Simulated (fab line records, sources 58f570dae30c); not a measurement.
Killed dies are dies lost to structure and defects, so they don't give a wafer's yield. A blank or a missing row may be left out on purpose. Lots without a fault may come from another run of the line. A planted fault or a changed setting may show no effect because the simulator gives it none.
Which tool did it? | flow berkeley_cmos170 | 7 lots, 21 wafers sampled, at 2 steps of a route of 331

WHAT THE GAUGES READ, wafer by wafer
UCB170_V2_BOW_MEAS_03.
lot  | measured     | on            | V2_BOW (um)
L378 | day 8 09:23  | film_metro-01 | 31 33 25
L383 | day 9 07:13  | film_metro-02 | 43 44 46
L384 | day 10 01:53 | film_metro-01 | 33 40 32
L389 | day 10 23:19 | film_metro-02 | 39 27 32
L390 | day 11 00:16 | film_metro-02 | 57 43 40
L399 | day 13 18:59 | film_metro-02 | 37 42 59
L398 | day 13 23:41 | film_metro-04 | 31 25 34

WHICH TOOL RAN EACH LOT (tool, then ch and the chambers of the sampled wafers, then the start)
lot  | UCB170_M2_PRE_CLEAN_00
L378 | pvd_sputter-04, day 8 06:13
L383 | pvd_sputter-04, day 9 03:40
L384 | pvd_sputter-02, day 9 22:51
L389 | pvd_sputter-04, day 10 19:49
L390 | pvd_sputter-01, day 10 20:22
L399 | pvd_sputter-04, day 13 15:37
L398 | pvd_sputter-02, day 13 19:58
- UCB170_M2_PRE_CLEAN_00: preclean etch time 60 s.

THE ANSWER, worked out from the rows above alone
Rule: what is usual is taken from the lots themselves. Put in order of their means at a reading, lots are off if they are a third of the lots or fewer, leave a main group of 4 or more, and stand apart from it by a gap of 3 or more times the standard deviation of the main group's means; of several such gaps the widest counts. A main group whose means are all the same, to the digits that the tables above print for the reading, isn't used. A lot without any number at a reading at which 4 lots or more have one is off too. The other lots that the step has rows for count as sound.
No lot is off at any reading shown: from this, nothing can be told.

WHAT THE SIMULATOR HAD PUT IN
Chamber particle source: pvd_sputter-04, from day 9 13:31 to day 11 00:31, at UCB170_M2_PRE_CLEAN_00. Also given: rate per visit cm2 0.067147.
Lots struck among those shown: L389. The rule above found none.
